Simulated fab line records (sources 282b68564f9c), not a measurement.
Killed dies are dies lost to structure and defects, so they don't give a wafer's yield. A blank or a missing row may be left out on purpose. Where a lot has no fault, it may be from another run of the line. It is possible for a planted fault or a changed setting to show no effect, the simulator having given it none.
Which tool did it? -- flow rit-cmos -- 42 wafers from 14 lots sampled at 3 of the route's 202 steps

## WHAT EACH GAUGE READ, for each wafer
RIT_NLDD_TW_MEAS_10. Usual: NLDD_TW 2489, standard deviation 22.
lot,measured,on,NLDD_TW,flag
L380,day 2 20:00,film-metro-03,2524 2522 2515,
L381,day 3 01:53,film-metro-03,2513 2512 2522,
L382,day 3 05:40,film-metro-01,2483 2503 2494,
L384,day 3 20:52,film-metro-01,2493 2497 2495,
L385,day 3 22:26,film-metro-01,2492 2494 2479,
L386,day 4 00:55,film-metro-02,2459 2452 2449,
L387,day 4 07:40,film-metro-02,2674 2687 2678,OFF
L388,day 4 15:01,film-metro-01,2715 2713 2713,OFF
L390,day 5 03:59,film-metro-03,2514 2528 2521,
L396,day 6 11:36,film-metro-03,2501 2491 2495,
L398,day 6 15:04,film-metro-02,2464 2456 2464,
L397,day 6 22:34,film-metro-01,2485 2479 2484,
L399,day 6 23:52,film-metro-02,2464 2452 2451,
L400,day 7 04:55,film-metro-03,2492 2497 2498,

RIT_SDANNEAL_RS_MEAS_07: the measuring method here is four-point-probe. Usual: NLDD_RS 151.6 ohm/sq, standard deviation 0.48.
lot,measured,on,NLDD_RS (ohm/sq),flag
L380,day 3 03:44,film-metro-03,150.9 151.3 151.4,
L381,day 3 09:43,film-metro-03,151.2 150.7 151.0,
L382,day 3 13:38,film-metro-02,151.3 151.5 151.7,
L384,day 4 05:10,film-metro-02,152.1 151.8 151.7,
L385,day 4 06:53,film-metro-03,151.6 151.3 151.0,
L386,day 4 08:46,film-metro-03,151.5 152.0 152.1,
L387,day 4 15:26,film-metro-02,114.1 113.8 113.5,OFF
L388,day 4 22:52,film-metro-02,114.1 113.6 113.3,OFF
L390,day 5 12:05,film-metro-02,151.3 151.7 151.5,
L396,day 6 19:29,film-metro-03,150.5 151.1 150.7,
L398,day 6 23:19,film-metro-01,152.3 152.3 152.0,
L397,day 7 06:13,film-metro-01,151.3 152.0 151.9,
L399,day 7 07:50,film-metro-03,151.5 151.4 151.5,
L400,day 7 12:51,film-metro-03,152.2 150.9 151.2,

## WHICH TOOL RAN EACH LOT (tool, then ch and the chambers of the sampled wafers, then the start)
lot,RIT_NLDD_IMPLANT_08
L380,"implanter-01 ch 0, day 2 19:40"
L381,"implanter-04 ch 0, day 3 01:34"
L382,"implanter-01 ch 0, day 3 05:20"
L384,"implanter-01 ch 0, day 3 20:32"
L385,"implanter-04 ch 0, day 3 22:08"
L386,"implanter-04 ch 0, day 4 00:36"
L387,"implanter-04 ch 0, day 4 07:21"
L388,"implanter-04 ch 0, day 4 14:43"
L390,"implanter-02 ch 0, day 5 03:40"
L396,"implanter-01 ch 0, day 6 11:17"
L398,"implanter-01 ch 0, day 6 14:45"
L397,"implanter-02 ch 0, day 6 22:17"
L399,"implanter-01 ch 0, day 6 23:34"
L400,"implanter-01 ch 0, day 7 04:37"
- RIT_NLDD_IMPLANT_08

## WHAT THE TOOLS THEMSELVES READ (means of the sampled wafers that have a number; where no wafer has one, the mark that the record gives instead)
RIT_NLDD_IMPLANT_08. Usual: beam-on-s 9.98 s, standard deviation 0.22; faraday-current-uA 1576, standard deviation 35.
lot,tool,beam-on-s (s),faraday-current-uA,flag
L380,implanter-01,10.00,1574,
L381,implanter-04,9.99,1572,
L382,implanter-01,9.93,1585,
L384,implanter-01,10.10,1564,
L385,implanter-04,10.17,1546,
L386,implanter-04,9.96,1578,
L387,implanter-04,13.95,1127,OFF
L388,implanter-04,14.02,1121,OFF
L390,implanter-02,9.98,1574,
L396,implanter-01,10.00,1571,
L398,implanter-01,9.65,1627,
L397,implanter-02,9.87,1595,
L399,implanter-01,10.14,1546,
L400,implanter-01,9.90,1587,

## THE ANSWER, worked out from the rows above alone
Rule: a lot is off if the mean of its wafers that have a number lies more than 3 standard deviations from the usual mean. Also off: a lot with no number at a reading for which 4 or more lots have one. All remaining lots with rows at the step are treated as sound. First the gauges in route order, then the tools' own readings, where a lot's mean is used as printed above. At the first step where some lot is off, the reading lying furthest off is the one used; lots without a number count as furthest.
Off: at RIT_NLDD_TW_MEAS_10 (NLDD_TW), L387, L388.
A tool fits if, at a process step before that reading, it ran every lot that is off, and no sound lot after the first of them. Not tried: the gauges at RIT_NLDD_TW_MEAS_10; whatever is off there is also off at RIT_NLDD_IMPLANT_08, on other tools, and gauge error can't account for it. One candidate fits, namely implanter-04 at RIT_NLDD_IMPLANT_08. A fault onset in the window from L386 (day 4 00:36, its last sound lot) to L387 (day 4 07:21, its first lot off) fits.
The tool's own readings at RIT_NLDD_IMPLANT_08 bear it out: on the lots that are off they differ by more than 5 times the standard deviation of the sound lots' means. beam-on-s reads 13.98 s there against 9.97 s on the sound lots; faraday-current-uA reads 1124 there against 1577 on the sound lots.

## WHAT THE SIMULATOR PUT IN
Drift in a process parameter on implanter-04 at RIT_NLDD_IMPLANT_08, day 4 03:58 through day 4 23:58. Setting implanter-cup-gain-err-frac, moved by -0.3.
Lots struck among those shown: L387, L388. The same result came from the rule above.
